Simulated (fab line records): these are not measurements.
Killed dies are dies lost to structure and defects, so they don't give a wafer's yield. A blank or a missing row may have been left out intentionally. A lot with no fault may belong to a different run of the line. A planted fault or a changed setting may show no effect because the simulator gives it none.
Tool commonality check + flow berkeley cmos170 + 48 wafers sampled across 14 lots

## REASON IT WAS OPENED
At UCB170_CONTACT_THK_MEAS_02 the reading CONTACT_PSG_THK is flagged on 2 of 14 lots. No-fault wafers: 701 nm, standard deviation 7.5.
Rule: a lot is flagged in two cases, either no wafer of it has a number, or all its wafers with numbers fall more than 4 standard deviations from that mean. The other lots count as sound.

| lot  | measured     | on            | CONTACT_PSG_THK (nm), wafer by wafer | flag    |
|------|--------------|---------------|--------------------------------------|---------|
| L946 | day 7 00:29  | film metro-04 | 702 707 702                          |         |
| L947 | day 7 14:05  | film metro-04 | 706 702 706                          |         |
| L949 | day 8 07:23  | film metro-02 | 707 706 707                          |         |
| L951 | day 8 08:27  | film metro-04 | 698 699 698                          |         |
| L950 | day 8 08:28  | film metro-03 | 711 705 710                          |         |
| L953 | day 8 15:55  | film metro-02 | 707 702 703                          |         |
| L954 | day 8 23:49  | film metro-03 | 688 688 691                          |         |
| L958 | day 9 13:14  | film metro-02 | 714 711 709                          |         |
| L956 | day 9 14:16  | film metro-04 | 703 704 699                          |         |
| L959 | day 9 14:16  | film metro-03 | 692 692 689                          |         |
| L957 | day 9 15:00  | film metro-03 | 702 695 694                          |         |
| L966 | day 11 06:10 | film metro-04 | 688 696 693                          |         |
| L968 | day 11 13:22 | film metro-04 | 626 628 627 626 628 627              | FLAGGED |
| L969 | day 11 15:58 | film metro-04 | 621 618 621 621 617 621              | FLAGGED |
The numbers of the flagged lots are 623 nm on average: -78 nm against the usual, or -10 standard deviations.

## LOT BY LOT: THE TOOL USED
The record holds 1 process step before the reading, out of a route of 331 steps. Read each cell as the tool, then ch plus the chambers that the sampled wafers visited, then the start.
| lot  | flag    | UCB170_CONTACT_CVD_01       |
|------|---------|-----------------------------|
| L946 |         | lpcvd-02 ch 0, day 6 22:41  |
| L947 |         | lpcvd-02 ch 1, day 7 12:14  |
| L949 |         | lpcvd-02 ch 0, day 8 05:36  |
| L951 |         | lpcvd-01 ch 1, day 8 06:39  |
| L950 |         | lpcvd-01 ch 0, day 8 06:39  |
| L953 |         | lpcvd-01 ch 0, day 8 14:07  |
| L954 |         | lpcvd-01 ch 1, day 8 22:01  |
| L958 |         | lpcvd-02 ch 0, day 9 11:26  |
| L956 |         | lpcvd-01 ch 0, day 9 12:28  |
| L959 |         | lpcvd-01 ch 0, day 9 12:28  |
| L957 |         | lpcvd-02 ch 1, day 9 13:13  |
| L966 |         | lpcvd-01 ch 1, day 11 04:22 |
| L968 | FLAGGED | lpcvd-01 ch 1, day 11 11:35 |
| L969 | FLAGGED | lpcvd-01 ch 0, day 11 14:11 |
What these steps do:
- UCB170_CONTACT_CVD_01: deposits PSG from SiH4/O2/PH3, target thk 700 nm, time 2820 s.
- UCB170_CONTACT_THK_MEAS_02

## FLAGGED AGAINST TOTAL, ONE TOOL AT A TIME (gauges that did the reading follow at the end)
| step                       | tool          | lots run | flagged | share of the flagged lots | sound lots run after its first flagged lot |
|----------------------------|---------------|----------|---------|---------------------------|--------------------------------------------|
| UCB170_CONTACT_CVD_01      | lpcvd-01      | 9        | 2       | all                       | 0                                          |
| UCB170_CONTACT_CVD_01      | lpcvd-02      | 5        | 0       | none                      | -                                          |
| UCB170_CONTACT_THK_MEAS_02 | film metro-02 | 3        | 0       | none                      | -                                          |
| UCB170_CONTACT_THK_MEAS_02 | film metro-03 | 4        | 0       | none                      | -                                          |
| UCB170_CONTACT_THK_MEAS_02 | film metro-04 | 7        | 2       | all                       | 0                                          |

## WHAT THE TABLE ALLOWS
Every flagged lot went through 2 rows of the table: lpcvd-01 at UCB170_CONTACT_CVD_01 and film metro-04 at UCB170_CONTACT_THK_MEAS_02.
- lpcvd-01 at UCB170_CONTACT_CVD_01 ran 9 lots, 2 of them flagged. It ran its last sound lot, L966, at day 11 04:22 and its first flagged lot, L968, at day 11 11:35: a fault with its onset between the two fits. Its own readings lie more than 4 standard deviations out on every wafer of the flagged lots: pressure mtorr.
- film metro-04 at UCB170_CONTACT_THK_MEAS_02 ran 7 lots, 2 of them flagged. It ran its last sound lot, L966, at day 11 06:10 and its first flagged lot, L968, at day 11 13:22: a fault with its onset between the two fits.
Because each of these 2 tools fits a fault that began at some hour, counting lots does not separate them. More lots, or a look at what each step does to the wafer, might.

## WHAT WAS PUT IN BY THE SIMULATOR
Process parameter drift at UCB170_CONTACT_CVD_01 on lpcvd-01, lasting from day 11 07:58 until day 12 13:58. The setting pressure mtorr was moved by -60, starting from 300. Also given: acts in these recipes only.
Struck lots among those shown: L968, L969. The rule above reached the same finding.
